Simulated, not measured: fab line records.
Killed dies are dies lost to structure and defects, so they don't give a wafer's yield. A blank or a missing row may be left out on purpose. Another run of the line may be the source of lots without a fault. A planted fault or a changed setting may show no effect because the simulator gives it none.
Matching of chambers | flow berkeley_cmos170 | 4 sister chambers for UCB170_CONTACT_ETCH_17 on rie_diel-02
The step etches BARC in N2/H2. 16 wafers are shown with their chamber, then 8 later ones without.

WAFERS, EACH WITH ITS CHAMBER
wafer  | chamber | drypump_motor_current_A (A) | throttle_valve_pct (%) | oes_product_au (a.u.)
L074.2 | 3       | 5.9                         | 13.12                  | 1.013
L074.5 | 3       | 6.0                         | 13.14                  | 1.006
L074.6 | 0       | 5.0                         | 13.56                  | 0.988
L078.3 | 2       | 6.2                         | 13.41                  | 0.966
L078.4 | 1       | 5.8                         | 13.43                  | 1.030
L078.6 | 0       | 5.0                         | 13.57                  | 0.980
L079.1 | 2       | 6.2                         | 13.42                  | 0.973
L079.2 | 1       | 5.8                         | 13.42                  | 1.019
L079.4 | 0       | 5.0                         | 13.56                  | 0.991
L080.1 | 2       | 6.2                         | 13.42                  | 0.973
L080.3 | 0       | 5.0                         | 13.58                  | 0.990
L080.4 | 3       | 6.0                         | 13.13                  | 1.005
L081.1 | 1       | 5.8                         | 13.44                  | 1.035
L081.3 | 2       | 6.2                         | 13.41                  | 0.973
L081.5 | 3       | 6.0                         | 13.13                  | 1.018
L083.4 | 0       | 5.0                         | 13.57                  | 0.992

SIGNATURES (means of the wafers above)
reading                 | chamber 0 | chamber 1 | chamber 2 | chamber 3 | scatter within a chamber
drypump_motor_current_A | 5.000     | 5.800     | 6.200     | 5.975     | 0.025
throttle_valve_pct      | 13.5680   | 13.4300   | 13.4150   | 13.1300   | 0.00806
oes_product_au          | 0.98820   | 1.02800   | 0.97125   | 1.01050   | 0.0056
Rule: distance of a wafer from a chamber = root of the sum over the readings of ((wafer's reading minus chamber's mean) / reading's scatter) squared. The wafer belongs to the nearest chamber; if the next one is less than 2 further off, it can't be placed. The scatter is the square root of a quotient: the sum, over the shown wafers, of each reading's squared deviation from its chamber's mean, divided by wafers minus chambers.

WAFERS WHOSE CHAMBER IS MISSING
wafer  | drypump_motor_current_A (A) | throttle_valve_pct (%) | oes_product_au (a.u.)
L083.5 | 6.0                         | 13.13                  | 1.016
L083.6 | 6.2                         | 13.41                  | 0.969
L090.1 | 5.0                         | 13.56                  | 0.993
L090.5 | 5.8                         | 13.43                  | 1.017
L090.6 | 6.2                         | 13.41                  | 0.964
L094.1 | 5.0                         | 13.57                  | 0.991
L094.4 | 6.2                         | 13.41                  | 0.971
L094.6 | 6.2                         | 13.40                  | 0.970

EACH ONE'S CHAMBER
wafer  | from the rows above | in truth
L083.5 | 3                   | 3
L083.6 | 2                   | 2
L090.1 | 0                   | 0
L090.5 | 1                   | 1
L090.6 | 2                   | 2
L094.1 | 0                   | 0
L094.4 | 2                   | 2
L094.6 | 2                   | 2
Correct placement for 8 of the 8. From these rows, 0 cannot be placed. Placed wrongly: 0.
